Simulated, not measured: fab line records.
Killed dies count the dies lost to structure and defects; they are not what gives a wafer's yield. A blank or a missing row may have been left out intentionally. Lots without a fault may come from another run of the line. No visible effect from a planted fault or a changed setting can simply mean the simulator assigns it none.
Code-filled problem report in 8D (eight disciplines) form -- flow rit_cmos -- the parts of the form that need people (team, actions taken, sign-off) are left out

## 1. PROBLEM STATEMENT
M1_AL_RS at RIT_M1_RS_MEAS_01 reads a mean of 0.0563 ohm/sq on 1 wafer of 1 lot; wafers without a fault read 0.0729 ohm/sq with a standard deviation of 0.00064. Measured from the usual mean, that is -26 standard deviations.
The step: measures by four-point-probe.
First observed at day 6 13:20: wafer L539.3, on film_metro-02. Wafers with a number at this step in the record: 39, from 13 lots. By rule, "out" or "out of limits" means more than 4 standard deviations away from the usual mean. The rest of the wafers with a number are treated as sound.

## 2. WHAT IT IS, WHAT IT ISN'T
question,is,is not
which readings at this step,M1_AL_RS,-
which lots,L539,"L524, L525, L526, L528, L529, L530, L531, L540, L541, L542, L544, L546"
which wafers of those lots,L539.3,"L539.2, L539.6"
read on which gauges,film_metro-02,"film_metro-01, film_metro-04"
when,from day 6 13:20,"up to then (23 sound wafers); but 15 sound wafers of L540, L541, L542, L544, L546 came after"

## 3. THE SUSPECTS, EACH WITH WHAT RULES IT OUT
Counting: any tool at a process step up to the reading remains a suspect provided it ran every lot that is out. Sound lots after the first of them don't rule it out here, since some wafers of a struck lot are sound.
- the gauge at RIT_M1_RS_MEAS_01 has been ruled out. All the wafers that are out were read on film_metro-02, but those of them that RIT_M1_METAL_ETCH_12 has rows for are out there too, on other tools.
- pvd_sputter-03 at RIT_M1_SPUTTER_00 (material Al, target thk 400 nm, time 500 s): kept. It processed L539, the lot that is out, at day 6 13:01, and its most recent sound lot before then was L531 at day 4 16:03.
The count leaves pvd_sputter-03 at RIT_M1_SPUTTER_00.

## 4. THE CAUSE (what the simulator had put in)
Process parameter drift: pvd_sputter-03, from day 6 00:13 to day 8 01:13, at RIT_M1_SPUTTER_00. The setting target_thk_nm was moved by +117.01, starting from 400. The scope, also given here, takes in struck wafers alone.
This tool alone remained once counting was done.

## 5. THE CHAIN OF EFFECTS, in route order
Each row: a reading whose mean over the struck wafers that have a number lies more than 3 standard deviations from the usual. Readings are gone through only where the record gives a usual standard deviation; hours: the median, over the lots, of the time from a lot's start at the first step in this table giving one to that lot's start at this step; sigmas: the change measured in usual standard deviations.
hours,step,reading,usual,on struck wafers,change,sigmas
0,RIT_M1_RS_MEAS_01,M1_AL_RS,0.0729 ohm/sq,0.0563,-0.0166,-26
0,RIT_M1_THK_MEAS_02,M1_AL_THK,397 nm,513,+116,+31
2,RIT_M1_METAL_ETCH_12,oes_product_au,0.777 a.u.,0.894,+0.117,+9.0
It contains these process steps:
- RIT_M1_METAL_ETCH_12: etches Al in Cl2/BCl3, stops on SiO2, time 165 s, target depth 600 nm.

## 6. HOW IT WOULD HAVE BEEN CAUGHT EARLIER
Counted from the fault's start at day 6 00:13, it took 13 hours until the first out-of-limits reading at a measuring or inspecting step in this record, taken at day 6 13:20.
An alarm limit of 4 standard deviations would not have fired on the tool readings at RIT_M1_SPUTTER_00 for which the record gives a usual standard deviation, since none of them was out on any struck wafer.
By day 6 13:20 the whole set of lots that are out, 1 in number, had already begun RIT_M1_SPUTTER_00 on pvd_sputter-03. Had the tool been put on hold then, not one of them would have been saved.
